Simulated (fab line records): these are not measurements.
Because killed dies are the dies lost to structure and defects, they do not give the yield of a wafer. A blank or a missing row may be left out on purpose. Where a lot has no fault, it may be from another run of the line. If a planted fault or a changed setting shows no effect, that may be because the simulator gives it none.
Which tool did it? + flow berkeley_cmos170 + at 1 step of a route of 331, 15 lots with 45 wafers sampled

== WHAT EACH GAUGE READ, for each wafer ==
The record lacks any reading of a measuring or inspecting step that a usual standard deviation could be used to judge.

== EACH LOT AND THE TOOL THAT RAN IT (in order: tool; ch and the chambers of the sampled wafers; start) ==
| lot  | UCB170_CONTACT_PEB_13             |
|------|-----------------------------------|
| L271 | litho_track-04 ch 0, day 7 01:59  |
| L274 | litho_track-03 ch 0, day 7 06:36  |
| L276 | litho_track-01 ch 0, day 7 23:19  |
| L278 | litho_track-01 ch 0, day 8 20:53  |
| L277 | litho_track-03 ch 0, day 8 21:13  |
| L279 | litho_track-01 ch 0, day 9 07:48  |
| L280 | litho_track-04 ch 0, day 9 07:50  |
| L283 | litho_track-01 ch 0, day 10 00:58 |
| L284 | litho_track-04 ch 0, day 10 16:10 |
| L287 | litho_track-01, day 10 23:26      |
| L285 | litho_track-04, day 10 23:40      |
| L286 | litho_track-01, day 10 23:52      |
| L289 | litho_track-03 ch 0, day 11 17:04 |
| L288 | litho_track-01 ch 0, day 11 17:46 |
| L292 | litho_track-04 ch 0, day 12 21:23 |
- UCB170_CONTACT_PEB_13

== WHAT THE TOOLS THEMSELVES READ (means of the sampled wafers that have a number; where no wafer has one, the mark that the record gives instead) ==
UCB170_CONTACT_PEB_13. Usual: chill_plate_temp_C 23.03 C, standard deviation 0.11; exhaust_pa 44.7 Pa, standard deviation 0.86.
| lot  | tool           | chill_plate_temp_C (C) | exhaust_pa (Pa) | flag |
|------|----------------|------------------------|-----------------|------|
| L271 | litho_track-04 | 23.05                  | 44.2            |      |
| L274 | litho_track-03 | 23.14                  | 44.6            |      |
| L276 | litho_track-01 | 23.01                  | 45.5            |      |
| L278 | litho_track-01 | 23.03                  | 44.0            |      |
| L277 | litho_track-03 | 22.92                  | 45.9            |      |
| L279 | litho_track-01 | 22.94                  | 44.9            |      |
| L280 | litho_track-04 | 23.02                  | 43.9            |      |
| L283 | litho_track-01 | 22.91                  | 45.0            |      |
| L284 | litho_track-04 | 23.03                  | 44.2            |      |
| L287 | litho_track-01 | -                      | -               | OFF  |
| L285 | litho_track-04 | -                      | -               | OFF  |
| L286 | litho_track-01 | -                      | -               | OFF  |
| L289 | litho_track-03 | 23.02                  | 44.4            |      |
| L288 | litho_track-01 | 22.88                  | 44.4            |      |
| L292 | litho_track-04 | 22.97                  | 45.2            |      |

== THE ANSWER, worked out from the rows above alone ==
Rule: take the mean of a lot's wafers that have a number; if it is more than 3 standard deviations from the usual mean, the lot is off. Also off: a lot with no number at a reading for which 4 or more lots have one. Where the step has rows for the other lots, those lots are counted as sound. First the gauges in route order, then the tools' own readings, where a lot's mean is used as printed above. The first step at which some lot is off is used, and at that step the reading that is off furthest; a lot without a number counts as furthest.
Off at UCB170_CONTACT_PEB_13 (chill_plate_temp_C): L287, L285, L286. Without a number there: L287, L285, L286.
If a tool, at that step or one of the process steps before it, ran each lot that is off and ran no sound lot following the first of them, it fits. None of those tried fits.

== WHAT HAD BEEN PUT IN BY THE SIMULATOR ==
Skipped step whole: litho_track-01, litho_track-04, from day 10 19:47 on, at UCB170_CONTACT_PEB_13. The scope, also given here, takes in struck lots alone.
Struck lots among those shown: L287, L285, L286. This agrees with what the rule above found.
